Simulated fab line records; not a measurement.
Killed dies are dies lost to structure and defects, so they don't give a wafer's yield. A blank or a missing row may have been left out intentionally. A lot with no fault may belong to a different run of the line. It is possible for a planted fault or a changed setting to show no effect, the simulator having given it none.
Lot-split experiment | flow rit_cmos | 23 wafers read from 5 lots, route of 202 steps

== SPLIT DETAILS ==
At RIT_ACTIVE_EXPOSE_08 (exposes mask M1, target cd 1400 nm), the setting dose_mj was moved away from the recipe's 225 on 7 of the 23 wafers read, by -6.8% to +6.9%. The other wafers ran this setting at the recipe's value.

== FROM THE SPLIT TO THE READING: what the file shows between them, 6 steps ==
- RIT_ACTIVE_PEB_09
- RIT_ACTIVE_DEVELOP_10: develop time 50 s
- RIT_ACTIVE_CD_MEAS_11: target cd 1400 nm
- RIT_ACTIVE_HARDBAKE_12: time 60 s
- RIT_ACTIVE_ETCH_13: etches Si3N4 in SF6, stops on SiO2, time 210 s, target depth 210 nm
- RIT_ACTIVE_STRIP_14: strips in O2, time 180 s (also split here: pressure_mtorr)

== THE READING ==
Shown in nm: cd_nm at RIT_ACTIVE_CD_MEAS_90, with target cd 1400 nm. Fault-free wafers of this fab line usually give 1400.2 nm, standard deviation 2.1 nm.

wafer  | tool, chamber at the split | dose_mj as run | against the recipe | cd_nm, nm | against lot-mates on the recipe
L074.1 | iline_stepper-02, 0        | 225            | recipe             | 1400.4    | -
L074.2 | iline_stepper-02, 0        | 225            | recipe             | 1404.1    | -
L074.4 | iline_stepper-02, 0        | 225            | recipe             | 1401.0    | -
L074.5 | iline_stepper-02, 0        | 225            | recipe             | 1402.5    | -
L074.6 | iline_stepper-02, 0        | 225            | recipe             | 1404.0    | -
L075.3 | iline_stepper-01, 0        | 225            | recipe             | 1398.6    | -
L075.4 | iline_stepper-01, 0        | 225            | recipe             | 1398.8    | -
L075.5 | iline_stepper-01, 0        | 225            | recipe             | 1399.9    | -
L078.1 | iline_stepper-02, 0        | 240.6          | +6.9%              | 1378.2    | -21.9
L078.2 | iline_stepper-02, 0        | 225            | recipe             | 1399.2    | -
L078.3 | iline_stepper-02, 0        | 225            | recipe             | 1400.4    | -
L078.4 | iline_stepper-02, 0        | 225            | recipe             | 1400.7    | -
L078.5 | iline_stepper-02, 0        | 240.6          | +6.9%              | 1382.1    | -18.0
L079.1 | iline_stepper-02, 0        | 231.2          | +2.8%              | 1388.8    | -8.1
L079.2 | iline_stepper-02, 0        | 231.2          | +2.8%              | 1389.5    | -7.4
L079.3 | iline_stepper-02, 0        | 225            | recipe             | 1397.0    | -
L079.4 | iline_stepper-02, 0        | 225            | recipe             | 1397.8    | -
L079.6 | iline_stepper-02, 0        | 225            | recipe             | 1395.9    | -
L081.1 | iline_stepper-01, 0        | 209.7          | -6.8%              | 1417.8    | +18.8
L081.2 | iline_stepper-01, 0        | 209.7          | -6.8%              | 1418.2    | +19.2
L081.3 | iline_stepper-01, 0        | 225            | recipe             | 1398.2    | -
L081.4 | iline_stepper-01, 0        | 209.7          | -6.8%              | 1418.5    | +19.5
L081.5 | iline_stepper-01, 0        | 225            | recipe             | 1399.8    | -

FIT RESULTS
A straight line over all 23 wafers: cd_nm changes by -2.82 nm for each +1% of dose_mj; r = -0.98; the points scatter about the line by 2.2 nm.
The same after taking each lot's own level away (the mean of its wafers on the recipe; 23 wafers): -2.84 nm for each +1%; r = -0.99; scatter 1.1 nm.
That fit puts the effect of the largest move of dose_mj on the reading at 20 nm.
Measured against the standard deviation above, the lots' own levels, which go from 1396.90 to 1402.40 nm, span 2.6 times it.
Consequently the slope shifts little with the lot-to-lot level, the two slopes agreeing.
Check: -19.1 nm against its lot-mates is what the line predicts for one of the wafers moved furthest among these (+6.9%) when that wafer is left out of the fit. Against them it came out at -21.9 nm.

== OTHER SPLITS APPLIED TO THESE WAFERS ==
These wafers also went through other splits before the reading. Each is held against what the fit with the lots' levels taken away leaves over:
other split on the same wafers     | wafers away from the commonest value | r with cd_nm (lot level and that fit taken away)
RIT_ACTIVE_OXIDATION_01 ox_time_s  | 18                                   | +0.03
RIT_ACTIVE_STRIP_14 pressure_mtorr | 18                                   | +0.02

== THE WHOLE CHAIN: every reading that the file lists as answering this split, in the file's order ==
step                  | what it does                                                        | reading                                                       | change (the file's fit)              | r (the file's)
RIT_ACTIVE_CD_MEAS_11 | target cd 1400 nm                                                   | cd_nm                                                         | -2.84 nm for each +1% of the setting | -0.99
RIT_ACTIVE_ETCH_13    | etches Si3N4 in SF6, stops on SiO2, time 210 s, target depth 210 nm | ACTIVE.cd_nm (the simulator's own value, which no gauge read) | -2.82 nm for each +1% of the setting | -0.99
RIT_ACTIVE_CD_MEAS_90 | target cd 1400 nm                                                   | cd_nm                                                         | -2.85 nm for each +1% of the setting | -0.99

== FILE'S OWN FIT ==
cd_nm changes by -2.85 nm for each +1% of dose_mj, r = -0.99.
